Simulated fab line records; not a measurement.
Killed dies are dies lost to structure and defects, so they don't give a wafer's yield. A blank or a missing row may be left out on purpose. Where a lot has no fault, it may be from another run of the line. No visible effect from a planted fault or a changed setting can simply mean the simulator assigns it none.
fab line records	flow ritCmos
record: lots: 13	wafers: 39	lastDay: 7
route steps=202 shown REOX@101
lots untouched by any fault: they come from a run of this same line in which no faults occurred
startH: the number of hours between the record's first day and the start of the first shown wafer of the lot	waitH: hours since the lot's step before	" as in the row above	L1.1+2: one row covering several wafers at once	- either no value or no given start	* or withheld: withheld	< > ~ a bound
route shown NAME@n: names a module that has steps shown in the file, with the first one's number in the route	usual: mean and standard deviation over wafers with no fault	same: alike in all rows	chamber/n: place in a boat	sites: each site's reading	_std_site: how widely they spread, as a standard deviation	_edge_site: the outer-site mean with the inner-site mean subtracted	radiusMm: how far each site lies from the wafer's centre	mask NAME#n: copy n	behind: the last tool/chamber to shape the wafer	hold: what put the lot on hold/how long, in hours/how the hold closed	device: transistor that didn't switch, given as n, p or np	end of line: at the end of the route, the tests of the same wafers	a step without rows: its recipe alone	killed: at the first sort, the dies lost to defects and structure; wafer yield is something else	map: the dies of a wafer, with x for killed, . for not killed, _ for no die there
set.NAME: the setting as run; set.NAME@STEP: as run at that earlier step	model.NAME: the simulator's own value behind a step, which no gauge read
steps of the route over a sample of lots; a table a step, a row a wafer
services: from which hour (startH, from the record's first day; less than 0 if before it) a tool's chamber was out of use, for how many hours, and why
== steps ==
step: RIT_REOX_OXIDATION_03
recipe: tempC: 900	ambient: O2	targetThkA: 252	oxTimeS: 5580
usual: spikeTcCentreC: 903.3/1.5	spikeTcLoadC: 926.1/1.4	spikeTcSourceC: 922.6/1.5	tubeCenterTempC: 900/0.075	tube_center_temp_C_max: 902.3/0.4
lot.wafer	tool	chamber	startH	waitH	spikeTcCentreC	spikeTcLoadC	spikeTcSourceC	tubeCenterTempC	tube_center_temp_C_max
L311.3	furnace-03	0	40.69	1.1	901.6	926.3	923.7	900.11	901.9
L311.4	"	0	"	"	902.6	927.2	923.9	899.96	901.8
L311.5	"	0	"	"	902.4	925.9	922.3	900.1	903.0
L312.4	furnace-01	0	44.73	0.0	904.3	924.2	923.3	900.01	902.7
L312.5	"	0	"	"	903.5	926.3	918.8	900.04	902.9
L312.6	"	0	"	"	904.2	925.6	922.2	900.02	902.3
L313.1	furnace-03	0	52.30	1.1	901.4	926.7	925.7	899.86	902.7
L313.5	"	0	"	"	902.7	927.7	924.6	900	902.4
L313.6	"	0	"	"	902.4	926.1	924.8	899.85	902.0
L314.2	furnace-03	0	57.48	0.9	901.3	927.6	924.3	899.96	901.7
L314.4	"	0	"	"	900.2	928.7	924.9	900.04	902.5
L314.6	"	0	"	"	901.9	928.0	924.2	900.1	902.2
L315.2	furnace-01	0	63.62	0.0	902.0	924.2	921.1	900.02	901.7
L315.3	"	0	"	"	903.1	924.9	921.4	899.89	902.3
L315.4	"	0	"	"	904.8	923.8	922.3	899.91	901.8
L316.1	furnace-04	0	65.51	0.5	902.6	926.0	922.0	899.92	901.8
L316.4	"	0	"	"	903.8	927.6	923.4	900.06	902.6
L316.5	"	0	"	"	906.2	928.7	923.4	900.06	902.1
L317.1	furnace-03	0	72.96	1.0	901.2	927.0	925.2	899.96	902.6
L317.2	"	0	"	"	900.5	927.0	925.3	900.05	902.5
L317.4	"	0	"	"	900.9	926.2	925.5	900.01	903.2
L318.1	furnace-03	0	78.16	0.0	902.9	926.7	924.4	900.02	902.2
L318.2	"	0	"	"	901.5	926.7	925.1	900.01	901.9
L318.6	"	0	"	"	901.6	925.6	924.4	899.98	902.1
L319.2	furnace-03	0	80.71	1.0	901.2	928.7	924.7	900.06	903.1
L319.5	"	0	"	"	901.2	926.0	924.7	900	902.2
L319.6	"	0	"	"	902.6	928.9	924.8	900.04	902.4
L330.1	furnace-04	0	140.89	2.2	919.8	942.0	938.2	914.74	917.1
L330.5	"	0	"	"	918.6	942.3	937.4	914.99	917.2
L330.6	"	0	"	"	921.2	941.3	936.8	914.88	916.9
L331.1	furnace-04	0	144.76	1.5	918.4	941.0	937.3	915.02	917.6
L331.2	"	0	"	"	918.2	941.4	937.5	915	917.1
L331.6	"	0	"	"	919.4	940.7	935.5	914.99	917.6
L332.1	furnace-01	0	148.65	0.0	903.6	925.1	921.3	900.05	901.8
L332.3	"	0	"	"	904.1	924.4	921.4	900.15	902.2
L332.4	"	0	"	"	902.6	923.4	922.0	899.98	902.3
L333.1	furnace-01	0	154.45	2.0	906.4	923.2	921.2	900	902.1
L333.3	"	0	"	"	904.9	925.9	920.3	900.05	902.4
L333.5	"	0	"	"	905.5	925.2	922.4	899.94	901.7
step: RIT_REOX_THK_MEAS_04
recipe: reads: SiO2_of_REOX_OXIDATION_03
usual: REOX_OXIDE_THK: 25.3/0.42
lot.wafer	tool	chamber	startH	waitH	REOX_OXIDE_THK[nm]
L311.3	filmMetro-02	-	43.26	0.0	25.7
L311.4	"	-	"	"	25.6
L311.5	"	-	"	"	25.5
L312.4	filmMetro-04	-	47.31	0.0	24.7
L312.5	"	-	"	"	24.8
L312.6	"	-	"	"	24.4
L313.1	filmMetro-02	-	54.85	0.0	25.2
L313.5	"	-	"	"	25.1
L313.6	"	-	"	"	25.3
L314.2	filmMetro-03	-	60.04	0.0	25.3
L314.4	"	-	"	"	26.1
L314.6	"	-	"	"	25.2
L315.2	filmMetro-04	-	66.18	0.0	25.7
L315.3	"	-	"	"	25.6
L315.4	"	-	"	"	25.5
L316.1	filmMetro-03	-	68.06	0.0	25.7
L316.4	"	-	"	"	25.7
L316.5	"	-	"	"	25.6
L317.1	filmMetro-03	-	75.51	0.0	25.3
L317.2	"	-	"	"	25.4
L317.4	"	-	"	"	25.1
L318.1	filmMetro-04	-	80.71	0.0	25.5
L318.2	"	-	"	"	25.5
L318.6	"	-	"	"	25.5
L319.2	filmMetro-03	-	83.27	0.0	24.8
L319.5	"	-	"	"	25.2
L319.6	"	-	"	"	24.9
L330.1	filmMetro-04	-	143.44	0.0	29.5
L330.5	"	-	"	"	29.7
L330.6	"	-	"	"	29.8
L331.1	filmMetro-04	-	147.31	0.0	30.2
L331.2	"	-	"	"	30.0
L331.6	"	-	"	"	30.1
L332.1	filmMetro-03	-	151.20	0.0	25.3
L332.3	"	-	"	"	25.4
L332.4	"	-	"	"	25.3
L333.1	filmMetro-03	-	157.00	0.0	25.7
L333.3	"	-	"	"	25.7
L333.5	"	-	"	"	26.3
== services ==
tool	chamber	startH	hours	kind
furnace-01	-	128.67	9.8	pm
furnace-01	-	138.52	3.2	pm
== key ==
firstSign: step: RIT_REOX_OXIDATION_03	reading: tubeCenterTempC	direction: up	sigmas: 99+	usual: *	struck: *
effect: step: RIT_REOX_OXIDATION_03	reading: tube_center_temp_C_max	direction: up	sigmas: 37	usual: *	struck: *
effect: step: RIT_REOX_THK_MEAS_04	reading: REOX_OXIDE_THK	direction: up	sigmas: 11	usual: 25.3	struck: 29.9
metAt RIT_REOX_OXIDATION_03
struckLots L330,L331
testerLeftOut L330,L331
loopTrim: step: RIT_M1_EXPOSE_06	setting: dose	lots: L330,L331
onsetBetween 65.51 140.89
fault: kind: processParameterDrift	tool: furnace-04	chamber: -	onsetH: 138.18	steps: RIT_REOX_OXIDATION_03	channel: tempC	offset: *	shape: step	endH: 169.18	actsIn: *	stated: *
testerLeftOut: of these lots the tester's yield and bins aren't shown, on N5 and GAA mostly nor the transistor test; their killed dies are dies lost to structure and defects alone, not to doping, threshold or leakage, so they don't give the yield
loopTrim: a control loop set the setting to another value than it would have without faults
